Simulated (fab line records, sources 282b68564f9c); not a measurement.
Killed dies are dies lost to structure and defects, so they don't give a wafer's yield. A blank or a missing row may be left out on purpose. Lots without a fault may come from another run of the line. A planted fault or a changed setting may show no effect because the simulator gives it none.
Split-lot experiment | flow rit_cmos | 5 lots, 23 wafers read, on a route of 202 steps

THE SPLIT
At RIT_NRETRO_COAT_01 (resist thk 1300 nm), the setting spin_rpm was moved away from the recipe's 2000 rpm on 7 of the 23 wafers read, by -2.9% to +4.8%. The other wafers ran this setting at the recipe's value.

FROM THE SPLIT TO THE READING: what the file shows between them, 3 steps
- RIT_NRETRO_SOFTBAKE_02: time 60 s
- RIT_NRETRO_EXPOSE_03: exposes mask M4, target cd 43900 nm
- RIT_NRETRO_DEVELOP_05: develop time 68 s

THE READING
NOVOLAK_of_NRETRO_COAT_01.thk_nm (the simulator's own value, which no gauge read), in nm, at RIT_NRETRO_HARDBAKE_07 (time 120 s). The file gives no usual value for it. The 16 wafers here that ran the recipe average 1139 nm, standard deviation 2.2 nm.

wafer  | tool, chamber at the split | spin_rpm as run, rpm | against the recipe | NOVOLAK_of_NRETRO_COAT_01.thk_nm, nm | against lot-mates on the recipe
L075.1 | litho_track-04, 0          | 2000                 | recipe             | 1135                                 | -
L075.3 | litho_track-04, 0          | 2000                 | recipe             | 1135                                 | -
L075.2 | litho_track-04, 0          | 2095                 | +4.8%              | 1109                                 | -26
L075.5 | litho_track-04, 0          | 2095                 | +4.8%              | 1108                                 | -27
L075.6 | litho_track-04, 0          | 2095                 | +4.8%              | 1112                                 | -23
L077.1 | litho_track-01, 0          | 2000                 | recipe             | 1137                                 | -
L077.2 | litho_track-01, 0          | 2078                 | +3.9%              | 1115                                 | -24
L077.3 | litho_track-01, 0          | 2000                 | recipe             | 1138                                 | -
L077.5 | litho_track-01, 0          | 2078                 | +3.9%              | 1116                                 | -23
L077.6 | litho_track-01, 0          | 2000                 | recipe             | 1141                                 | -
L080.1 | litho_track-04, 0          | 2000                 | recipe             | 1140                                 | -
L080.3 | litho_track-04, 0          | 2000                 | recipe             | 1140                                 | -
L080.4 | litho_track-04, 0          | 2000                 | recipe             | 1140                                 | -
L080.2 | litho_track-04, 0          | 2000                 | recipe             | 1141                                 | -
L080.6 | litho_track-04, 0          | 2000                 | recipe             | 1144                                 | -
L081.1 | litho_track-04, 0          | 2000                 | recipe             | 1140                                 | -
L081.2 | litho_track-04, 0          | 2000                 | recipe             | 1139                                 | -
L081.3 | litho_track-04, 0          | 1942                 | -2.9%              | 1157                                 | +18
L081.4 | litho_track-04, 0          | 1942                 | -2.9%              | 1158                                 | +19
L081.5 | litho_track-04, 0          | 2000                 | recipe             | 1138                                 | -
L084.3 | litho_track-03, 0          | 2000                 | recipe             | 1139                                 | -
L084.5 | litho_track-03, 0          | 2000                 | recipe             | 1139                                 | -
L084.4 | litho_track-03, 0          | 2000                 | recipe             | 1140                                 | -

THE FIT
A straight line over all 23 wafers: NOVOLAK_of_NRETRO_COAT_01.thk_nm changes by -6.19 nm for each +1% of spin_rpm; r = -0.99; the points scatter about the line by 2 nm.
The same after taking each lot's own level away (the mean of its wafers on the recipe; 23 wafers): -5.69 nm for each +1%; r = -0.99; scatter 1.5 nm.
On that fit, the largest move of spin_rpm shifts the reading by 27 nm.
The lots' own levels span 1135.0 to 1141.0 nm, that is 2.8 times the standard deviation above.
So the lot-to-lot level changes the slope little: the two slopes agree.
Check: with one of the wafers moved furthest among these (+4.8%) left out of the fit, the line predicts -26.9 nm for it against its lot-mates. It came out at -26 nm against them.

OTHER SPLITS ON THESE WAFERS
These wafers also went through other splits before the reading. Each is held against what the fit with the lots' levels taken away leaves over:
other split on the same wafers  | wafers away from the commonest value | r with NOVOLAK_of_NRETRO_COAT_01.thk_nm (lot level and that fit taken away)
RIT_ACTIVE_EXPOSE_08 dose_mj    | 7                                    | +0.37
RIT_FOX2_OXIDATION_00 ox_time_s | 15                                   | +0.02
RIT_NWELL_SOFTBAKE_02 temp_c    | 11                                   | -0.15

THE WHOLE CHAIN: every reading that the file lists as answering this split, in the file's order
step                   | what it does       | reading                                                                           | change (the file's fit)              | r (the file's)
RIT_NRETRO_COAT_01     | resist thk 1300 nm | NOVOLAK_of_NRETRO_COAT_01.thk_nm (the simulator's own value, which no gauge read) | -6.66 nm for each +1% of the setting | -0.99
RIT_NRETRO_HARDBAKE_07 | time 120 s         | NOVOLAK_of_NRETRO_COAT_01.thk_nm (the simulator's own value, which no gauge read) | -5.73 nm for each +1% of the setting | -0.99

THE FILE'S OWN FIT
NOVOLAK_of_NRETRO_COAT_01.thk_nm changes by -5.73 nm for each +1% of spin_rpm, r = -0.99.
